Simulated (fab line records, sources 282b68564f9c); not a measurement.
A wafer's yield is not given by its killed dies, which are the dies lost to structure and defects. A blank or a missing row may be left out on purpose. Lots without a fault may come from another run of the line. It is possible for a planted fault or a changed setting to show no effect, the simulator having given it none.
2 desks looking at one fault :: flow ritCmos :: what lay behind the numbers comes last; until then each desk has only its own

## AT THE TOOL OWNER'S DESK: plasmaAsher-02
The tool's own readings at RIT_CONTACT_STRIP_12 (strips in O2, time 180 s): means of the sampled wafers that have a number, for each lot that ran on this tool. If a lot's mean is further than 4 standard deviations from the usual mean, the lot is out of limits and carries the mark OUT (the distance appears in the brackets).
Columns: A = drypumpMotorCurrentA at RIT_CONTACT_STRIP_12, usual 6.21 A; B = o2FlowSccm at RIT_CONTACT_STRIP_12, usual 3999 sccm; C = runLengthS at RIT_CONTACT_STRIP_12, usual 208.4 s
lot: L831
first seen here: day 3 14:12
A: 6.35
B: 3994
C: 208.4

lot: L832
first seen here: day 3 19:40
A: 6.35
B: 3996
C: 208.4

lot: L833
first seen here: day 3 21:32
A: 6.37
B: 4001
C: 208.4

lot: L838
first seen here: day 4 20:46
A: 6.35
B: 3985
C: 208.4

lot: L841
first seen here: day 5 11:34
A: 6.32
B: 3992
C: 208.6

lot: L842
first seen here: day 5 15:58
A: 6.34
B: 3989
C: 208.3

lot: L845
first seen here: day 6 07:20
A: 6.33
B: 3992
C: 206.7 (-5.1) OUT
This desk's verdict: out of limits on L845, starting with L845 at day 6 07:20 (runLengthS at RIT_CONTACT_STRIP_12). Within limits: L831, L832, L833, L838, L841, L842.

## METROLOGY DESK
What the gauges read for every lot (on any tool): the sampled wafers with a number, averaged. If a lot's mean is further than 4 standard deviations from the usual mean, the lot is out of limits and carries the mark OUT (the distance appears in the brackets).
Columns: A = PSD_RS at RIT_SDANNEAL_RS_MEAS_04, usual 115.7 ohm/sq; B = SILICIDE_TI_THK at RIT_SILICIDE_THK_MEAS_03, usual 30.6 nm
lot: L830
first seen here: day 3 10:37
A: 116.0
B: 30.2

lot: L831
first seen here: day 3 11:38
A: 115.6
B: 30.9

lot: L832
first seen here: day 3 16:59
A: 115.9
B: 30.4

lot: L833
first seen here: day 3 18:35
A: 116.0
B: 30.9

lot: L835
first seen here: day 4 04:35
A: 115.7
B: 30.6

lot: L836
first seen here: day 4 08:19
A: 115.8
B: 30.6

lot: L838
first seen here: day 4 17:53
A: 115.7
B: 30.6

lot: L839
first seen here: day 4 21:55
A: 115.7
B: 29.8

lot: L840
first seen here: day 5 03:24
A: 116.0
B: 30.7

lot: L841
first seen here: day 5 09:01
A: 116.0
B: 30.3

lot: L842
first seen here: day 5 13:15
A: 116.0
B: 30.1

lot: L843
first seen here: day 5 18:13
A: 115.7
B: 30.5

lot: L845
first seen here: day 6 04:44
A: 115.5
B: 29.9
This desk found nothing out of limits on any of the 13 lots.

## BROUGHT TOGETHER
On L845, at day 6 07:20, an alarm was possible from the tool owner's desk.
From the metrology desk's view, nothing was out of limits.
The metrology desk holds a record of L845, inside its limits.
On plasmaAsher-02, each named lot ran RIT_CONTACT_STRIP_12.

## WHAT THE SIMULATOR HAD INSERTED
plasmaAsher-02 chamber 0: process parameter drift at RIT_CONTACT_STRIP_12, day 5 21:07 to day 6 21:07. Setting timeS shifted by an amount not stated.
Shown lots that were struck: L845.
Delay in hours, fault start to first out-of-limits reading, by desk: the tool owner's desk at 10.
